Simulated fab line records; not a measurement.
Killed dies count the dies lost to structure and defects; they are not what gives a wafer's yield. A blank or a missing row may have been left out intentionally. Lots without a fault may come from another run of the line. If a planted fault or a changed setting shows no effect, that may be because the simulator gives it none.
The same fault as seen by 2 desks -- flow berkeley_cmos170 -- each desk has only its own numbers; what lay behind them comes last

THE TOOL OWNER'S DESK: furnace-04
The tool's own readings at UCB170_SCREENOX_OXIDATION_01 (target thk 14.4 nm, ox time 2400 s): means of the sampled wafers that have a number, for each lot that ran on this tool. A lot is out of limits, marked OUT, if its mean lies more than 4 standard deviations from the usual mean; the brackets give that distance.
Columns: A = ox_temp_c_max at UCB170_SCREENOX_OXIDATION_01, usual 904.1
lot,first seen here,A
L854,day 8 04:18,903.3
L858,day 9 16:04,902.9
L859,day 9 16:04,903.3
This desk found nothing out of limits on any of the 3 lots.

THE METROLOGY DESK
What the gauges read for every lot (on any tool): the sampled wafers with a number, averaged. A lot is out of limits, marked OUT, if its mean lies more than 4 standard deviations from the usual mean; the brackets give that distance. Only the readings that lie furthest out on some lot appear, 7 of the 10 it has.
Columns: A = FIELD_OXIDE_THK at UCB170_FIELD_THK_MEAS_02, usual 556 nm; B = FIELD_OXIDE_LEFT_1_THK at UCB170_FIELD_THK_MEAS_90, usual 440 nm; C = SACOX_OXIDE_THK at UCB170_SACOX_THK_MEAS_02, usual 14.40 nm; D = SCREENOX_OXIDE_THK at UCB170_SCREENOX_THK_MEAS_02, usual 14.32 nm; E = NVT_TW at UCB170_NVT_TW_MEAS_09, usual 523; F = FIELD_OXIDE_LEFT_2_THK at UCB170_FIELD_THK_MEAS_91, usual 350 nm; G = GATE_OXIDE_THK at UCB170_GATE_THK_MEAS_02, usual 6.61 nm
lot,first seen here,A,B,C,D,E,F,G
L840,day 5 11:56,558,441,14.17,14.29,524,352,6.57
L848,day 6 11:12,544,427,14.23,13.99,528,337,6.55
L854,day 7 13:04,562,446,14.18,14.65,520,356,6.59
L859,day 9 02:17,557,442,14.33,14.01,522,352,6.48
L858,day 9 02:17,559,443,14.32,14.44,527,353,6.63
L860,day 9 08:59,549,433,14.56,14.14,524,344,6.53
This desk found nothing out of limits on any of the 6 lots.

ALL TOGETHER
The desk of the tool owner found nothing out of limits.
Metrology desk: nothing out of limits seen.

WHAT WAS PUT IN BY THE SIMULATOR
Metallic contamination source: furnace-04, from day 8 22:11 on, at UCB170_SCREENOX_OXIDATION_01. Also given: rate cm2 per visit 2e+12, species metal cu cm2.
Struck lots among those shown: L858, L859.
